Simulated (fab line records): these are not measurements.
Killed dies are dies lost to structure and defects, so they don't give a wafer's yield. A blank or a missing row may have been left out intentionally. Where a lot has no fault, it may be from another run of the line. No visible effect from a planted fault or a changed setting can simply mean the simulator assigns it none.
fab line records + flow rit-cmos
record:
- lots: 14
- wafers: 42
- last-day: 7
route steps=202 shown ACTIVE@1 NSD@137 SDANNEAL@156 PSD@157 CONTACT@176 M1@202
lots with no fault: from the same line, run without faults
start-h: start of the lot's first displayed wafer, in hours after the record's first day + wait-h: hours elapsed since this lot's preceding step + " identical to the entry in the row above + L1.1+2: a row that stands for several wafers + - value missing, or start not given + * or withheld: withheld + < > ~ a bound
route shown NAME@n: names a module that has steps shown in the file, with the first one's number in the route + usual: mean and standard deviation over wafers with no fault + same: alike in all rows + chamber/n: place in a boat + sites: readings site by site + _std_site: the values' standard deviation + _edge_site: mean of outer sites minus mean of inner sites + radius-mm: for every site, how far away it sits from the centre of the wafer + mask NAME#n: copy n + behind: the last tool/chamber to shape the wafer + hold: why the lot went on hold/how many hours it stayed there/how the hold came to an end + device: transistor that didn't switch, given as n, p or np + end of line: the route-end tests of the same wafers + a step given without rows: its recipe and nothing more + killed: dies lost to structure and defects at the first sort, not the wafer's yield + map: dies across one wafer; x = killed, . = not, _ = none there
set.NAME: the setting the step ran with; set.NAME@STEP: the setting that earlier step ran with + model.NAME: the simulator's own value behind a step, which no gauge read
the route's steps for a sample of lots (tables are steps, rows are wafers)
services: the hour from which a tool's chamber was out of use, counted from the record's first day as start-h (under 0 if before that day), plus the number of hours and why
== steps ==
step: RIT_ACTIVE_BOW_MEAS_00
recipe:
- mode: bow
usual:
- INCOMING_BOW: 1/6
| lot.wafer | tool          | chamber | start-h | wait-h | INCOMING_BOW[um] |
|-----------|---------------|---------|---------|--------|------------------|
| L640.3    | film-metro-02 | -       | 10.04   | -      | 3                |
| L640.4    | "             | -       | "       | "      | -4               |
| L640.5    | "             | -       | "       | "      | -5               |
| L641.2    | film-metro-04 | -       | 15.02   | -      | -2               |
| L641.4    | "             | -       | "       | "      | -11              |
| L641.6    | "             | -       | "       | "      | 2                |
| L642.1    | film-metro-04 | -       | 20.00   | -      | 1                |
| L642.3    | "             | -       | "       | "      | -8               |
| L642.6    | "             | -       | "       | "      | 2                |
| L643.2    | film-metro-02 | -       | 25.02   | -      | 3                |
| L643.3    | "             | -       | "       | "      | 9                |
| L643.5    | "             | -       | "       | "      | -3               |
| L647.2    | film-metro-01 | -       | 45.02   | -      | 9                |
| L647.4    | "             | -       | "       | "      | 2                |
| L647.5    | "             | -       | "       | "      | -1               |
| L648.3    | film-metro-04 | -       | 50.04   | -      | 3                |
| L648.4    | "             | -       | "       | "      | -8               |
| L648.6    | "             | -       | "       | "      | 2                |
| L650.1    | film-metro-01 | -       | 60.00   | -      | -2               |
| L650.2    | "             | -       | "       | "      | 4                |
| L650.4    | "             | -       | "       | "      | -6               |
| L651.1    | film-metro-01 | -       | 65.00   | -      | -4               |
| L651.4    | "             | -       | "       | "      | 3                |
| L651.6    | "             | -       | "       | "      | 9                |
| L653.1    | film-metro-04 | -       | 75.00   | -      | 11               |
| L653.2    | "             | -       | "       | "      | 6                |
| L653.5    | "             | -       | "       | "      | 5                |
| L655.1    | film-metro-02 | -       | 85.00   | -      | 6                |
| L655.3    | "             | -       | "       | "      | 8                |
| L655.5    | "             | -       | "       | "      | 7                |
| L657.1    | film-metro-04 | -       | 95.00   | -      | -2               |
| L657.2    | "             | -       | "       | "      | 3                |
| L657.3    | "             | -       | "       | "      | -4               |
| L659.2    | film-metro-04 | -       | 105.02  | -      | 3                |
| L659.4    | "             | -       | "       | "      | -5               |
| L659.6    | "             | -       | "       | "      | 4                |
| L661.1    | film-metro-02 | -       | 115.00  | -      | -1               |
| L661.3    | "             | -       | "       | "      | 2                |
| L661.4    | "             | -       | "       | "      | 4                |
| L663.1    | film-metro-04 | -       | 125.00  | -      | 10               |
| L663.2    | "             | -       | "       | "      | -7               |
| L663.3    | "             | -       | "       | "      | 8                |
step: RIT_NSD_OVL_MEAS_06
usual:
- NSD_OVL: 1.2/1.4
| lot.wafer | tool       | chamber | start-h | wait-h | NSD_OVL[nm] |
|-----------|------------|---------|---------|--------|-------------|
| L640.3    | overlay-02 | -       | 52.11   | -      | 3.5         |
| L640.4    | "          | -       | "       | "      | 5.0         |
| L640.5    | "          | -       | "       | "      | 2.3         |
| L641.2    | overlay-02 | -       | 55.19   | -      | 0.3         |
| L641.4    | "          | -       | "       | "      | -0.6        |
| L641.6    | "          | -       | "       | "      | 0.8         |
| L642.1    | overlay-02 | -       | 59.15   | -      | 3.0         |
| L642.3    | "          | -       | "       | "      | -0.2        |
| L642.6    | "          | -       | "       | "      | 0.3         |
| L643.2    | overlay-02 | -       | 65.64   | -      | 0.1         |
| L643.3    | "          | -       | "       | "      | 0.6         |
| L643.5    | "          | -       | "       | "      | -1.0        |
| L647.2    | overlay-02 | -       | 86.15   | -      | -0.9        |
| L647.4    | "          | -       | "       | "      | 1.8         |
| L647.5    | "          | -       | "       | "      | 0.4         |
| L648.3    | overlay-02 | -       | 88.48   | -      | 2.0         |
| L648.4    | "          | -       | "       | "      | 2.8         |
| L648.6    | "          | -       | "       | "      | 1.3         |
| L650.1    | overlay-02 | -       | 101.16  | -      | 2.9         |
| L650.2    | "          | -       | "       | "      | 2.9         |
| L650.4    | "          | -       | "       | "      | 1.7         |
| L651.1    | overlay-01 | -       | 104.96  | -      | 1.0         |
| L651.4    | "          | -       | "       | "      | -1.0        |
| L651.6    | "          | -       | "       | "      | -0.7        |
| L653.1    | overlay-02 | -       | 113.19  | -      | 1.2         |
| L653.2    | "          | -       | "       | "      | 3.0         |
| L653.5    | "          | -       | "       | "      | 3.6         |
| L655.1    | overlay-02 | -       | 124.60  | -      | 0.7         |
| L655.3    | "          | -       | "       | "      | 2.0         |
| L655.5    | "          | -       | "       | "      | 1.5         |
| L657.1    | overlay-02 | -       | 132.74  | -      | 0.5         |
| L657.2    | "          | -       | "       | "      | 1.9         |
| L657.3    | "          | -       | "       | "      | 0.4         |
| L659.2    | overlay-02 | -       | 142.48  | -      | 1.7         |
| L659.4    | "          | -       | "       | "      | 1.6         |
| L659.6    | "          | -       | "       | "      | 2.8         |
| L661.1    | overlay-02 | -       | 152.60  | -      | 3.6         |
| L661.3    | "          | -       | "       | "      | 2.5         |
| L661.4    | "          | -       | "       | "      | 0.9         |
| L663.1    | overlay-01 | -       | 162.46  | -      | 1.0         |
| L663.2    | "          | -       | "       | "      | 0.1         |
| L663.3    | "          | -       | "       | "      | 0.6         |
step: RIT_SDANNEAL_RTA_03
recipe:
- temp-c: 1050
- time-s: 5
- idle-temp-c: 600
- ramp-up-c-per-s: 342
- ramp-down-c-per-s: 171
- cool-to-c: 600
- ambient: N2
usual:
- wafer_temp_C_max: 1053.6/1.1
| lot.wafer | tool          | chamber | start-h | wait-h | wafer_temp_C_max |
|-----------|---------------|---------|---------|--------|------------------|
| L640.3    | rtp-anneal-02 | 0       | 54.61   | 0.0    | 1052.4           |
| L640.4    | "             | 0       | "       | "      | 1052.0           |
| L640.5    | "             | 0       | "       | "      | 1054.9           |
| L641.2    | rtp-anneal-01 | 0       | 57.83   | 0.0    | 1053.5           |
| L641.4    | "             | 0       | "       | "      | 1054.9           |
| L641.6    | "             | 0       | "       | "      | 1052.2           |
| L642.1    | rtp-anneal-02 | 0       | 61.53   | 0.0    | 1052.7           |
| L642.3    | "             | 0       | "       | "      | 1052.6           |
| L642.6    | "             | 0       | "       | "      | 1054.4           |
| L643.2    | rtp-anneal-01 | 0       | 68.04   | 0.0    | 1052.1           |
| L643.3    | "             | 0       | "       | "      | 1055.2           |
| L643.5    | "             | 0       | "       | "      | 1051.9           |
| L647.2    | rtp-anneal-01 | 0       | 88.64   | 0.0    | 1055.1           |
| L647.4    | "             | 0       | "       | "      | 1051.8           |
| L647.5    | "             | 0       | "       | "      | 1053.5           |
| L648.3    | rtp-anneal-02 | 0       | 90.97   | 0.0    | 1053.7           |
| L648.4    | "             | 0       | "       | "      | 1054.4           |
| L648.6    | "             | 0       | "       | "      | 1052.9           |
| L650.1    | rtp-anneal-02 | 0       | 103.73  | 0.0    | 1055.0           |
| L650.2    | "             | 0       | "       | "      | 1052.5           |
| L650.4    | "             | 0       | "       | "      | 1053.2           |
| L651.1    | rtp-anneal-01 | 0       | 107.31  | 0.0    | 1052.3           |
| L651.4    | "             | 0       | "       | "      | 1053.6           |
| L651.6    | "             | 0       | "       | "      | 1053.5           |
| L653.1    | rtp-anneal-01 | 0       | 115.65  | 0.0    | 1055.7           |
| L653.2    | "             | 0       | "       | "      | 1052.6           |
| L653.5    | "             | 0       | "       | "      | 1053.1           |
| L655.1    | rtp-anneal-01 | 0       | 127.21  | 0.0    | 1053.6           |
| L655.3    | "             | 0       | "       | "      | 1055.1           |
| L655.5    | "             | 0       | "       | "      | 1053.1           |
| L657.1    | rtp-anneal-01 | 0       | 135.13  | 0.0    | 1052.3           |
| L657.2    | "             | 0       | "       | "      | 1057.0           |
| L657.3    | "             | 0       | "       | "      | 1054.0           |
| L659.2    | rtp-anneal-01 | 0       | 144.84  | 0.0    | 1054.3           |
| L659.4    | "             | 0       | "       | "      | 1052.6           |
| L659.6    | "             | 0       | "       | "      | 1052.6           |
| L661.1    | rtp-anneal-01 | 0       | 155.09  | 0.0    | 1054.2           |
| L661.3    | "             | 0       | "       | "      | 1055.3           |
| L661.4    | "             | 0       | "       | "      | 1053.6           |
| L663.1    | rtp-anneal-01 | 0       | 164.90  | 0.0    | 1054.3           |
| L663.2    | "             | 0       | "       | "      | 1053.1           |
| L663.3    | "             | 0       | "       | "      | 1053.4           |
step: RIT_SDANNEAL_RS_MEAS_04
recipe:
- thk-meas-gauge: four-point-probe
usual:
- PSD_RS: 116.25/0.25
| lot.wafer | tool          | chamber | start-h | wait-h | hold                     | PSD_RS[ohm/sq] |
|-----------|---------------|---------|---------|--------|--------------------------|----------------|
| L640.3    | film-metro-01 | -       | 54.68   | 0.1    | -                        | 116.41         |
| L640.4    | "             | -       | "       | "      | -                        | 116.35         |
| L640.5    | "             | -       | "       | "      | -                        | 116.55         |
| L641.2    | film-metro-01 | -       | 57.90   | 0.1    | -                        | 116.26         |
| L641.4    | "             | -       | "       | "      | -                        | 116.45         |
| L641.6    | "             | -       | "       | "      | -                        | 115.87         |
| L642.1    | film-metro-04 | -       | 61.59   | 0.0    | -                        | 116.56         |
| L642.3    | "             | -       | "       | "      | -                        | 116.50         |
| L642.6    | "             | -       | "       | "      | -                        | 116.65         |
| L643.2    | film-metro-04 | -       | 68.11   | 0.1    | -                        | 116.16         |
| L643.3    | "             | -       | "       | "      | -                        | 116.20         |
| L643.5    | "             | -       | "       | "      | -                        | 116.04         |
| L647.2    | film-metro-02 | -       | 88.71   | 0.1    | -                        | 116.02         |
| L647.4    | "             | -       | "       | "      | -                        | 116.21         |
| L647.5    | "             | -       | "       | "      | -                        | 116.22         |
| L648.3    | film-metro-02 | -       | 91.05   | 0.1    | await-dispo/0.2h/release | 128.06         |
| L648.4    | "             | -       | "       | "      | await-dispo/0.2h/release | 128.08         |
| L648.6    | "             | -       | "       | "      | await-dispo/0.2h/release | 128.04         |
| L648.3    | film-metro-02 | -       | 91.41   | 0.3    | -                        | 128.08         |
| L648.4    | "             | -       | "       | "      | -                        | 128.17         |
| L648.6    | "             | -       | "       | "      | -                        | 127.96         |
| L650.1    | film-metro-02 | -       | 103.79  | 0.0    | await-dispo/0.2h/release | 128.28         |
| L650.2    | "             | -       | "       | "      | await-dispo/0.2h/release | 128.53         |
| L650.4    | "             | -       | "       | "      | await-dispo/0.2h/release | 128.66         |
| L650.1    | film-metro-02 | -       | 104.15  | 0.3    | -                        | 128.66         |
| L650.2    | "             | -       | "       | "      | -                        | 128.60         |
| L650.4    | "             | -       | "       | "      | -                        | 128.59         |
| L651.1    | film-metro-04 | -       | 107.37  | 0.0    | -                        | 116.17         |
| L651.4    | "             | -       | "       | "      | -                        | 116.52         |
| L651.6    | "             | -       | "       | "      | -                        | 116.25         |
| L653.1    | film-metro-02 | -       | 115.71  | 0.0    | -                        | 116.22         |
| L653.2    | "             | -       | "       | "      | -                        | 116.56         |
| L653.5    | "             | -       | "       | "      | -                        | 116.29         |
| L655.1    | film-metro-02 | -       | 127.27  | 0.0    | -                        | 116.27         |
| L655.3    | "             | -       | "       | "      | -                        | 116.37         |
| L655.5    | "             | -       | "       | "      | -                        | 116.45         |
| L657.1    | film-metro-01 | -       | 135.19  | 0.0    | -                        | 116.50         |
| L657.2    | "             | -       | "       | "      | -                        | 116.56         |
| L657.3    | "             | -       | "       | "      | -                        | 116.51         |
| L659.2    | film-metro-04 | -       | 144.91  | 0.1    | -                        | 115.94         |
| L659.4    | "             | -       | "       | "      | -                        | 116.17         |
| L659.6    | "             | -       | "       | "      | -                        | 116.34         |
| L661.1    | film-metro-02 | -       | 155.14  | 0.0    | -                        | 116.13         |
| L661.3    | "             | -       | "       | "      | -                        | 116.03         |
| L661.4    | "             | -       | "       | "      | -                        | 115.97         |
| L663.1    | film-metro-01 | -       | 164.96  | 0.0    | -                        | 116.05         |
| L663.2    | "             | -       | "       | "      | -                        | 115.99         |
| L663.3    | "             | -       | "       | "      | -                        | 116.12         |
step: RIT_CONTACT_CD_MEAS_08
recipe:
- target-cd-nm: 1000
usual:
- cd-nm: 999.1/2.5
| lot.wafer | tool      | chamber | start-h | wait-h | cd-nm  |
|-----------|-----------|---------|---------|--------|--------|
| L640.3    | cd-sem-01 | -       | 56.99   | -      | 994.9  |
| L640.4    | "         | -       | "       | "      | 996.0  |
| L640.5    | "         | -       | "       | "      | 994.1  |
| L641.2    | cd-sem-02 | -       | 60.04   | -      | 1001.8 |
| L641.4    | "         | -       | "       | "      | 1000.4 |
| L641.6    | "         | -       | "       | "      | 999.9  |
| L642.1    | cd-sem-02 | -       | 63.70   | -      | 995.4  |
| L642.3    | "         | -       | "       | "      | 995.6  |
| L642.6    | "         | -       | "       | "      | 994.3  |
| L643.2    | cd-sem-01 | -       | 70.31   | -      | 999.2  |
| L643.3    | "         | -       | "       | "      | 1001.4 |
| L643.5    | "         | -       | "       | "      | 997.2  |
| L647.2    | cd-sem-01 | -       | 90.78   | -      | 997.8  |
| L647.4    | "         | -       | "       | "      | 997.7  |
| L647.5    | "         | -       | "       | "      | 996.6  |
| L651.1    | cd-sem-02 | -       | 109.55  | -      | 998.1  |
| L651.4    | "         | -       | "       | "      | 1000.2 |
| L651.6    | "         | -       | "       | "      | 1000.9 |
| L653.1    | cd-sem-02 | -       | 118.00  | -      | 1000.3 |
| L653.2    | "         | -       | "       | "      | 1001.9 |
| L653.5    | "         | -       | "       | "      | 1000.7 |
| L655.1    | cd-sem-02 | -       | 129.41  | -      | 1000.1 |
| L655.3    | "         | -       | "       | "      | 1002.4 |
| L655.5    | "         | -       | "       | "      | 1003.1 |
| L657.1    | cd-sem-02 | -       | 137.30  | -      | 997.2  |
| L657.2    | "         | -       | "       | "      | 997.6  |
| L657.3    | "         | -       | "       | "      | 997.1  |
| L659.2    | cd-sem-02 | -       | 147.27  | -      | 1001.0 |
| L659.4    | "         | -       | "       | "      | 1002.3 |
| L659.6    | "         | -       | "       | "      | 1002.0 |
| L661.1    | cd-sem-02 | -       | 157.22  | -      | 1003.6 |
| L661.3    | "         | -       | "       | "      | 1000.9 |
| L661.4    | "         | -       | "       | "      | 1003.1 |
| L663.1    | cd-sem-02 | -       | 167.27  | -      | 999.6  |
| L663.2    | "         | -       | "       | "      | 999.8  |
| L663.3    | "         | -       | "       | "      | 1000.1 |
step: RIT_M1_PROBE_99
usual:
- defect-limited-yield: 97.4/1.2
- killed_at_M0_to_M3: 0.0/0.14
- killed-at-contacts: 0.1/0.26
- killed-at-front-end: 7/3.2
- killed-dies: 7/3.2
- killed-open: 3.2/2.1
- killed-short: 3.7/2.1
- sort_bin_3_pad_short: 0.1/0.2
- sort_bin_5_function: 1.5/0.79
- sort_bin_6_memory: 1.0/0.68
- sort-n-pass: 257/3.2
- sort-yield-pct: 97.4/1.2
same:
- gross-dies: 264
- killed_at_M4_up: 0
- killed-at-back-side: 0
- killed-at-other: 0
| lot.wafer | tool      | chamber | start-h | wait-h | defect-limited-yield[%] | killed_at_M0_to_M3 | killed-at-contacts | killed-at-front-end | killed-dies | killed-open | killed-short | sort_bin_3_pad_short[%] | sort_bin_5_function[%] | sort_bin_6_memory[%] | sort-n-pass | sort-yield-pct[%] |
|-----------|-----------|---------|---------|--------|-------------------------|--------------------|--------------------|---------------------|-------------|-------------|--------------|-------------------------|------------------------|----------------------|-------------|-------------------|
| L640.3    | prober-02 | -       | 62.93   | 0.2    | 94.3                    | 0                  | 0                  | 15                  | 15          | 6           | 9            | 1.1                     | 2.3                    | 2.3                  | 249         | 94.3              |
| L640.4    | prober-02 | -       | 62.98   | 0.2    | 95.5                    | 0                  | 0                  | 12                  | 12          | 8           | 4            | 0.4                     | 2.3                    | 1.9                  | 252         | 95.5              |
| L640.5    | prober-02 | -       | 63.03   | 0.2    | 98.1                    | 0                  | 0                  | 5                   | 5           | 2           | 3            | 0                       | 1.9                    | 0                    | 259         | 98.1              |
| L641.2    | prober-01 | -       | 65.57   | 0.1    | 97.7                    | 0                  | 0                  | 6                   | 6           | 3           | 3            | 0                       | 1.1                    | 1.1                  | 258         | 97.7              |
| L641.4    | prober-01 | -       | 65.67   | 0.2    | 98.1                    | 0                  | 0                  | 5                   | 5           | 1           | 4            | 0                       | 0.8                    | 1.1                  | 259         | 98.1              |
| L641.6    | prober-01 | -       | 65.77   | 0.2    | 98.9                    | 0                  | 0                  | 3                   | 3           | 2           | 1            | 0                       | 1.1                    | 0                    | 261         | 98.9              |
| L642.1    | prober-02 | -       | 69.21   | 0.1    | 96.6                    | 0                  | 0                  | 9                   | 9           | 5           | 4            | 0                       | 2.7                    | 0.8                  | 255         | 96.6              |
| L642.3    | prober-02 | -       | 69.31   | 0.2    | 99.2                    | 0                  | 0                  | 2                   | 2           | 0           | 2            | 0                       | 0.4                    | 0.4                  | 262         | 99.2              |
| L642.6    | prober-02 | -       | 69.46   | 0.2    | 98.1                    | 0                  | 0                  | 5                   | 5           | 1           | 4            | 0                       | 1.1                    | 0.8                  | 259         | 98.1              |
| L643.2    | prober-01 | -       | 75.95   | 0.1    | 97.7                    | 0                  | 0                  | 6                   | 6           | 3           | 3            | 0.4                     | 1.5                    | 0.4                  | 258         | 97.7              |
| L643.3    | prober-01 | -       | 76.00   | 0.2    | 97.3                    | 0                  | 0                  | 7                   | 7           | 4           | 3            | 0                       | 1.5                    | 1.1                  | 257         | 97.3              |
| L643.5    | prober-01 | -       | 76.10   | 0.2    | 95.8                    | 0                  | 0                  | 11                  | 11          | 3           | 8            | 0                       | 3.0                    | 1.1                  | 253         | 95.8              |
| L647.2    | prober-01 | -       | 96.36   | 0.1    | 97.0                    | 0                  | 0                  | 8                   | 8           | 3           | 5            | 0                       | 1.9                    | 1.1                  | 256         | 97.0              |
| L647.4    | prober-01 | -       | 96.46   | 0.2    | 96.6                    | 0                  | 0                  | 9                   | 9           | 1           | 8            | 0                       | 1.5                    | 1.9                  | 255         | 96.6              |
| L647.5    | prober-01 | -       | 96.51   | 0.2    | 96.6                    | 0                  | 0                  | 9                   | 9           | 6           | 3            | 0                       | 1.9                    | 1.5                  | 255         | 96.6              |
| L651.1    | prober-01 | -       | 115.58  | 0.1    | 98.1                    | 0                  | 0                  | 5                   | 5           | 2           | 3            | 0                       | 0.8                    | 1.1                  | 259         | 98.1              |
| L651.4    | prober-01 | -       | 115.73  | 0.2    | 97.3                    | 0                  | 0                  | 7                   | 7           | 3           | 4            | 0                       | 2.3                    | 0.4                  | 257         | 97.3              |
| L651.6    | prober-01 | -       | 115.83  | 0.2    | 98.9                    | 0                  | 0                  | 3                   | 3           | 1           | 2            | 0                       | 0.8                    | 0.4                  | 261         | 98.9              |
| L653.1    | prober-01 | -       | 123.67  | 0.1    | 98.1                    | 0                  | 0                  | 5                   | 5           | 2           | 3            | 0                       | 1.9                    | 0                    | 259         | 98.1              |
| L653.2    | prober-01 | -       | 123.72  | 0.1    | 97.3                    | 0                  | 0                  | 7                   | 7           | 3           | 4            | 0.4                     | 2.3                    | 0                    | 257         | 97.3              |
| L653.5    | prober-01 | -       | 123.87  | 0.2    | 97.7                    | 0                  | 0                  | 6                   | 6           | 3           | 3            | 0                       | 1.9                    | 0.4                  | 258         | 97.7              |
| L655.1    | prober-01 | -       | 134.94  | 0.1    | 98.1                    | 0                  | 0                  | 5                   | 5           | 2           | 3            | 0                       | 1.1                    | 0.8                  | 259         | 98.1              |
| L655.3    | prober-01 | -       | 135.04  | 0.2    | 97.3                    | 0                  | 0                  | 7                   | 7           | 5           | 2            | 0                       | 1.5                    | 1.1                  | 257         | 97.3              |
| L655.5    | prober-01 | -       | 135.14  | 0.2    | 97.7                    | 1                  | 0                  | 5                   | 6           | 2           | 4            | 0.4                     | 1.5                    | 0.4                  | 258         | 97.7              |
| L657.1    | prober-01 | -       | 142.61  | 0.1    | 98.1                    | 0                  | 0                  | 5                   | 5           | 3           | 2            | 0                       | 0.4                    | 1.5                  | 259         | 98.1              |
| L657.2    | prober-01 | -       | 142.66  | 0.1    | 97.3                    | 0                  | 0                  | 7                   | 7           | 3           | 4            | 0.4                     | 1.5                    | 0.8                  | 257         | 97.3              |
| L657.3    | prober-01 | -       | 142.71  | 0.2    | 98.5                    | 0                  | 0                  | 4                   | 4           | 2           | 2            | 0                       | 0.8                    | 0.8                  | 260         | 98.5              |
| L659.2    | prober-01 | -       | 153.72  | 0.1    | 95.8                    | 0                  | 0                  | 11                  | 11          | 5           | 5            | 0                       | 2.7                    | 1.5                  | 253         | 95.8              |
| L659.4    | prober-01 | -       | 153.82  | 0.2    | 93.9                    | 0                  | 0                  | 16                  | 16          | 8           | 8            | 0.4                     | 3.0                    | 2.7                  | 248         | 93.9              |
| L659.6    | prober-01 | -       | 153.92  | 0.2    | 97.0                    | 0                  | 0                  | 8                   | 8           | 2           | 5            | 0                       | 1.9                    | 1.1                  | 256         | 97.0              |
| L661.1    | prober-01 | -       | 162.38  | 0.1    | 97.7                    | 0                  | 0                  | 6                   | 6           | 2           | 4            | 0                       | 0.8                    | 1.5                  | 258         | 97.7              |
| L661.3    | prober-01 | -       | 162.48  | 0.2    | 97.3                    | 0                  | 0                  | 7                   | 7           | 4           | 3            | 0                       | 1.5                    | 1.1                  | 257         | 97.3              |
| L661.4    | prober-01 | -       | 162.53  | 0.2    | 98.5                    | 0                  | 1                  | 3                   | 4           | 3           | 1            | 0                       | 1.1                    | 0.4                  | 260         | 98.5              |
| L663.1    | prober-01 | -       | 172.69  | 0.1    | 98.1                    | 0                  | 0                  | 5                   | 5           | 5           | 0            | 0                       | 1.1                    | 0.8                  | 259         | 98.1              |
| L663.2    | prober-01 | -       | 172.74  | 0.1    | 97.3                    | 0                  | 0                  | 7                   | 7           | 3           | 4            | 0.4                     | 2.3                    | 0                    | 257         | 97.3              |
| L663.3    | prober-01 | -       | 172.79  | 0.2    | 97.7                    | 0                  | 0                  | 6                   | 6           | 2           | 4            | 0                       | 1.1                    | 1.1                  | 258         | 97.7              |
killed by level:class
L640.3 GATE:geometric-particle:short=3 SPACER:geometric-particle:short=3 FOX1:geometric-particle:open=2 GATE:geometric-particle:open=2 FOX1:geometric-particle:short=1 REOX:geometric-particle:short=1 REOX:geometric-particle:open=1 SILICIDE:geometric-particle:short=1
L640.4 GATE:geometric-particle:short=4 GATE:geometric-particle:open=3 SPACER:geometric-particle:open=3 FOX1:geometric-particle:open=1 SILICIDE:geometric-particle:open=1
L640.5 FOX1:geometric-particle:short=2 SILICIDE:geometric-particle:open=1 REOX:geometric-particle:short=1 SPACER:geometric-particle:open=1
L641.2 REOX:geometric-particle:open=2 FOX2:geometric-particle:short=1 REOX:geometric-particle:short=1 SPACER:geometric-particle:open=1 SPACER:geometric-particle:short=1
L641.4 FOX1:geometric-particle:short=1 FOX2:geometric-particle:short=1 GATE:geometric-particle:short=1 GATE:geometric-particle:open=1 SPACER:geometric-particle:short=1
L641.6 FOX2:geometric-particle:open=2 REOX:geometric-particle:short=1
L642.1 GATE:geometric-particle:open=2 SPACER:geometric-particle:short=2 FOX1:geometric-particle:open=1 FOX2:geometric-particle:short=1 FOX2:geometric-particle:open=1 GATE:geometric-particle:short=1 SPACER:geometric-particle:open=1
L642.3 GATE:geometric-particle:short=2
L642.6 GATE:geometric-particle:short=2 FOX1:geometric-particle:short=1 FOX1:geometric-particle:open=1 REOX:geometric-particle:short=1
L643.2 GATE:geometric-particle:open=3 GATE:geometric-particle:short=2 SPACER:geometric-particle:short=1
L643.3 GATE:geometric-particle:short=2 REOX:geometric-particle:open=2 FOX2:geometric-particle:open=1 GATE:geometric-particle:open=1 REOX:geometric-particle:short=1
L643.5 GATE:geometric-particle:short=3 SPACER:geometric-particle:short=3 GATE:geometric-particle:open=2 FOX2:geometric-particle:short=1 REOX:geometric-particle:short=1 REOX:geometric-particle:open=1
L647.2 FOX1:geometric-particle:short=3 FOX2:geometric-particle:open=1 GATE:geometric-particle:open=1 REOX:geometric-particle:open=1 SPACER:geometric-particle:short=1 SILICIDE:geometric-particle:short=1
L647.4 GATE:geometric-particle:short=5 FOX2:geometric-particle:short=2 FOX1:geometric-particle:open=1 SILICIDE:geometric-particle:short=1
L647.5 GATE:geometric-particle:open=3 SILICIDE:geometric-particle:short=2 FOX2:geometric-particle:open=1 GATE:geometric-particle:short=1 REOX:geometric-particle:open=1 SPACER:geometric-particle:open=1
L651.1 REOX:geometric-particle:short=2 FOX1:geometric-particle:open=1 FOX2:geometric-particle:short=1 REOX:geometric-particle:open=1
L651.4 FOX2:geometric-particle:short=2 FOX2:geometric-particle:open=1 GATE:geometric-particle:short=1 GATE:geometric-particle:open=1 REOX:geometric-particle:short=1 SILICIDE:geometric-particle:open=1
L651.6 GATE:geometric-particle:short=1 GATE:geometric-particle:open=1 SPACER:geometric-particle:short=1
L653.1 REOX:geometric-particle:short=3 FOX2:geometric-particle:open=1 SILICIDE:geometric-particle:open=1
L653.2 FOX2:geometric-particle:short=2 GATE:geometric-particle:open=2 FOX1:geometric-particle:open=1 GATE:geometric-particle:short=1 SPACER:geometric-particle:short=1
L653.5 SPACER:geometric-particle:short=2 FOX1:geometric-particle:open=1 FOX2:geometric-particle:open=1 GATE:geometric-particle:short=1 GATE:geometric-particle:open=1
L655.1 GATE:geometric-particle:short=1 GATE:geometric-particle:open=1 REOX:geometric-particle:short=1 SPACER:geometric-particle:open=1 SPACER:geometric-particle:short=1
L655.3 FOX1:geometric-particle:open=3 FOX1:geometric-particle:short=2 GATE:geometric-particle:open=2
L655.5 FOX1:geometric-particle:short=1 GATE:geometric-particle:short=1 GATE:geometric-particle:open=1 REOX:geometric-particle:open=1 SPACER:geometric-particle:short=1 M1:geometric-particle:short=1
L657.1 FOX1:geometric-particle:open=1 GATE:geometric-particle:open=1 GATE:geometric-particle:short=1 REOX:geometric-particle:short=1 SILICIDE:geometric-particle:open=1
L657.2 GATE:geometric-particle:short=2 REOX:geometric-particle:open=2 REOX:geometric-particle:short=1 SPACER:geometric-particle:short=1 SILICIDE:geometric-particle:open=1
L657.3 SILICIDE:geometric-particle:open=2 REOX:geometric-particle:short=1 SILICIDE:geometric-particle:short=1
L659.2 GATE:geometric-particle:open=2 GATE:geometric-particle:short=2 FOX1:geometric-particle:short=1 FOX2:geometric-particle:open=1 FOX2:geometric-particle:short=1 REOX:geometric-particle:open=1 SILICIDE:geometric-particle:open=1 SILICIDE:geometric-particle:short=1
L659.4 FOX2:geometric-particle:short=3 FOX2:geometric-particle:open=3 GATE:geometric-particle:short=2 GATE:geometric-particle:open=2 REOX:geometric-particle:short=2 FOX1:geometric-particle:open=1 REOX:geometric-particle:open=1 SPACER:geometric-particle:short=1
L659.6 GATE:geometric-particle:short=2 REOX:geometric-particle:short=2 GATE:geometric-particle:open=1 REOX:geometric-particle:open=1 SPACER:geometric-particle:short=1 PSD:coat-microbubble-printed=1
L661.1 GATE:geometric-particle:short=3 GATE:geometric-particle:open=1 SPACER:geometric-particle:short=1 SILICIDE:geometric-particle:open=1
L661.3 GATE:geometric-particle:open=2 FOX1:geometric-particle:short=1 GATE:geometric-particle:short=1 REOX:geometric-particle:open=1 SILICIDE:geometric-particle:short=1 SILICIDE:geometric-particle:open=1
L661.4 GATE:geometric-particle:open=2 SPACER:geometric-particle:short=1 CONTACT:geometric-particle:open=1
L663.1 FOX1:geometric-particle:open=2 GATE:geometric-particle:open=2 REOX:geometric-particle:open=1
L663.2 GATE:geometric-particle:open=2 GATE:geometric-particle:short=2 FOX1:geometric-particle:short=1 SPACER:geometric-particle:short=1 SPACER:geometric-particle:open=1
L663.3 GATE:geometric-particle:short=3 GATE:geometric-particle:open=2 SILICIDE:geometric-particle:short=1
== services ==
| tool          | chamber | start-h | hours | kind |
|---------------|---------|---------|-------|------|
| rtp-anneal-02 | -       | 132.92  | 4.8   | pm   |
| rtp-anneal-01 | -       | 142.68  | 1.5   | pm   |
== key ==
first-sign:
- step: RIT_SDANNEAL_RS_MEAS_04
- reading: visit
- direction: added
effect:
- step: RIT_SDANNEAL_RS_MEAS_04
- reading: PSD_RS
- direction: up
- sigmas: 49
- usual: 116.25
- struck: 128.27
met-at RIT_SDANNEAL_RTA_03
struck-lots L648,L650
scrapped-behind RIT_SDANNEAL_RS_MEAS_04 L648.3,L648.4,L648.6,L650.1,L650.2,L650.4
not-acting-at RIT_ACTIVE_BOW_MEAS_00,RIT_NSD_OVL_MEAS_06,RIT_CONTACT_CD_MEAS_08
onset-between 61.53 90.97
fault:
- kind: process-parameter-drift
- tool: rtp-anneal-02
- chamber: -
- onset-h: 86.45
- steps: RIT_SDANNEAL_RTA_03
- channel: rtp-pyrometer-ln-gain
- offset: 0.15
- shape: step
- end-h: 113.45
